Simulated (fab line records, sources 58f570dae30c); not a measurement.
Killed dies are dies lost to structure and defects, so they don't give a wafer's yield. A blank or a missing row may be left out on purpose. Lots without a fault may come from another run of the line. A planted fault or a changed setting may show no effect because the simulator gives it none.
Chamber matching | flow berkeley_cmos170 | UCB170_V1_CMP_02 on cmp-02: 4 sister chambers
The step polishes SiO2. 16 wafers are shown with their chamber, then 8 later ones without.

WAFERS WITH THEIR CHAMBER
wafer  | chamber | motor_current_A (A) | edge_zone_pressure_frac
L566.4 | 1       | 16.5                | 1.005
L566.5 | 0       | 13.8                | 1.002
L566.6 | 3       | 17.2                | 1.001
L567.2 | 1       | 15.3                | 1.005
L567.3 | 3       | 17.4                | 1.006
L567.4 | 0       | 13.5                | 1.001
L568.2 | 1       | 15.0                | 0.999
L568.4 | 0       | 13.0                | 1.005
L568.5 | 1       | 16.0                | 1.005
L572.1 | 1       | 16.2                | 1.003
L572.3 | 2       | 16.9                | 0.993
L572.4 | 0       | 13.8                | 0.997
L579.1 | 2       | 15.8                | 0.990
L579.3 | 1       | 14.9                | 0.999
L579.4 | 3       | 17.2                | 0.993
L578.4 | 0       | 13.6                | 0.997

SIGNATURES (means of the wafers above)
reading                 | chamber 0 | chamber 1 | chamber 2 | chamber 3 | scatter within a chamber
motor_current_A         | 13.540    | 15.650    | 16.350    | 17.267    | 0.526
edge_zone_pressure_frac | 1.00040   | 1.00267   | 0.99150   | 1.00000   | 0.00388
Rule: a wafer's distance from a chamber is the root of the sum, over the readings, of the square of ((its reading less the chamber's mean) divided by the reading's scatter). The wafer belongs to the nearest chamber; if the next one is less than 2 further off, it can't be placed. The scatter: the root of (the sum of the squares of (reading less its chamber's mean) over the shown wafers, divided by (wafers less chambers)).

WAFERS WITHOUT THEIR CHAMBER
wafer  | motor_current_A (A) | edge_zone_pressure_frac
L578.5 | 15.1                | 0.995
L578.6 | 17.1                | 0.992
L575.2 | 17.1                | 1.005
L575.5 | 15.9                | 0.999
L575.6 | 17.9                | 1.007
L583.1 | 13.7                | 1.002
L583.2 | 16.9                | 1.009
L583.5 | 15.7                | 1.006

WHICH CHAMBER EACH WENT THROUGH
wafer  | from the rows above          | in truth
L578.5 | can't be placed: 1 or 2 or 0 | 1
L578.6 | can't be placed: 2 or 3      | 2
L575.2 | can't be placed: 3 or 1      | 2
L575.5 | can't be placed: 1 or 2 or 3 | 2
L575.6 | 3                            | 3
L583.1 | 0                            | 0
L583.2 | can't be placed: 3 or 1      | 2
L583.5 | 1                            | 1
Placed correctly: 3 of 8. Can't be placed from these rows: 5 (the true chamber is among the candidates in 3). Placed wrongly: 0.
